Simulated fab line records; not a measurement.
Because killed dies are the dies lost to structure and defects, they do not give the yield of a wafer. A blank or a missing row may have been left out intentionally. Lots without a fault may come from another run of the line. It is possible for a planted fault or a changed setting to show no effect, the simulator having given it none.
2 desks, one fault || flow berkeley_cmos170 || each desk holds nothing but its own numbers, with what lay behind them at the end

## THE METROLOGY DESK
Lot by lot, what the gauges showed, no matter which tool ran the lot: averages of those sampled wafers that carry a number. A lot is out of limits, marked OUT, if its mean lies more than 4 standard deviations from the usual mean; the brackets give that distance.
Columns: A = START_OXIDE_THK at UCB170_START_THK_MEAS_03, usual 19.9 nm; B = NWELL_NITRIDE_THK at UCB170_NWELL_THK_MEAS_05, usual 224.5 nm; C = NWELL_OVL at UCB170_NWELL_OVL_MEAS_12, usual 1 nm
{"lot": "L830", "first seen here": "day 1 15:37", "A": 20.4, "B": 222.0, "C": -3}
{"lot": "L831", "first seen here": "day 1 21:10", "A": 20.3, "B": 227.9, "C": 0}
{"lot": "L832", "first seen here": "day 2 01:23", "A": 20.1, "B": 224.1, "C": 5}
{"lot": "L834", "first seen here": "day 2 09:35", "A": 19.6, "B": 222.8, "C": 7}
{"lot": "L835", "first seen here": "day 2 16:27", "A": 19.9, "B": 223.5, "C": 8}
{"lot": "L837", "first seen here": "day 2 22:41", "A": 19.6, "B": 223.1, "C": 4}
{"lot": "L836", "first seen here": "day 2 22:42", "A": 19.6, "B": 223.1, "C": -3}
{"lot": "L838", "first seen here": "day 3 07:02", "A": 20.3, "B": 223.9, "C": 0}
{"lot": "L839", "first seen here": "day 3 13:14", "A": 19.8, "B": 224.3, "C": 1}
{"lot": "L840", "first seen here": "day 3 17:41", "A": 19.2, "B": 229.0, "C": 6}
{"lot": "L843", "first seen here": "day 4 08:57", "A": 20.1, "B": 224.3, "C": -2}
{"lot": "L845", "first seen here": "day 4 18:57", "A": 19.5, "B": 225.0, "C": 11}
{"lot": "L849", "first seen here": "day 5 14:46", "A": 20.3, "B": "213.0 (-4.6) OUT", "C": -1}
Finding of this desk: L849 out of limits, first seen on L849 at day 6 15:37 (NWELL_NITRIDE_THK at UCB170_NWELL_THK_MEAS_05). L830, L831, L832, L834, L835, L837, L836, L838, L839, L840, L843, L845: within limits.

## THE TOOL OWNER'S DESK: lpcvd-01
The tool's own readings at UCB170_NWELL_CVD_04 (deposits Si3N4 from SiH2Cl2/NH3, target thk 224 nm, time 3360 s): means of the sampled wafers that have a number, for each lot that ran on this tool. A lot is out of limits, marked OUT, if its mean lies more than 4 standard deviations from the usual mean; the brackets give that distance.
Columns: A = sih2cl2_flow_sccm at UCB170_NWELL_CVD_04, usual 25.00 sccm
{"lot": "L830", "first seen here": "day 2 11:46", "A": 25.07}
{"lot": "L831", "first seen here": "day 2 11:46", "A": 25.01}
{"lot": "L835", "first seen here": "day 3 10:38", "A": 25.01}
{"lot": "L836", "first seen here": "day 3 15:50", "A": 25.12}
{"lot": "L837", "first seen here": "day 3 15:50", "A": 24.96}
{"lot": "L839", "first seen here": "day 4 07:55", "A": 24.91}
{"lot": "L840", "first seen here": "day 4 07:55", "A": 25.01}
{"lot": "L843", "first seen here": "day 5 01:58", "A": 25.00}
{"lot": "L845", "first seen here": "day 5 16:00", "A": 24.96}
{"lot": "L849", "first seen here": "day 6 13:41", "A": "19.95 (-68) OUT"}
This desk's finding: out of limits on L849; first on L849, day 6 13:41 (sih2cl2_flow_sccm at UCB170_NWELL_CVD_04). L830, L831, L835, L836, L837, L839, L840, L843, L845: within limits.

## ALL TOGETHER
At day 6 13:41, on L849, the tool owner's desk was in a position to raise an alarm.
L849 would have let the metrology desk raise an alarm at day 6 15:37.
UCB170_NWELL_CVD_04 was run on lpcvd-01 by each of the lots named.

## WHAT HAD BEEN PUT IN BY THE SIMULATOR
lpcvd-01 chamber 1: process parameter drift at UCB170_NWELL_CVD_04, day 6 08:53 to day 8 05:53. A move of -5 in setting sih2cl2_flow_sccm, from 25. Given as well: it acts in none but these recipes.
Struck lots among those shown: L849.
Fault start to first reading out of limits, in hours, per desk: tool owner, 5; metrology, 7.
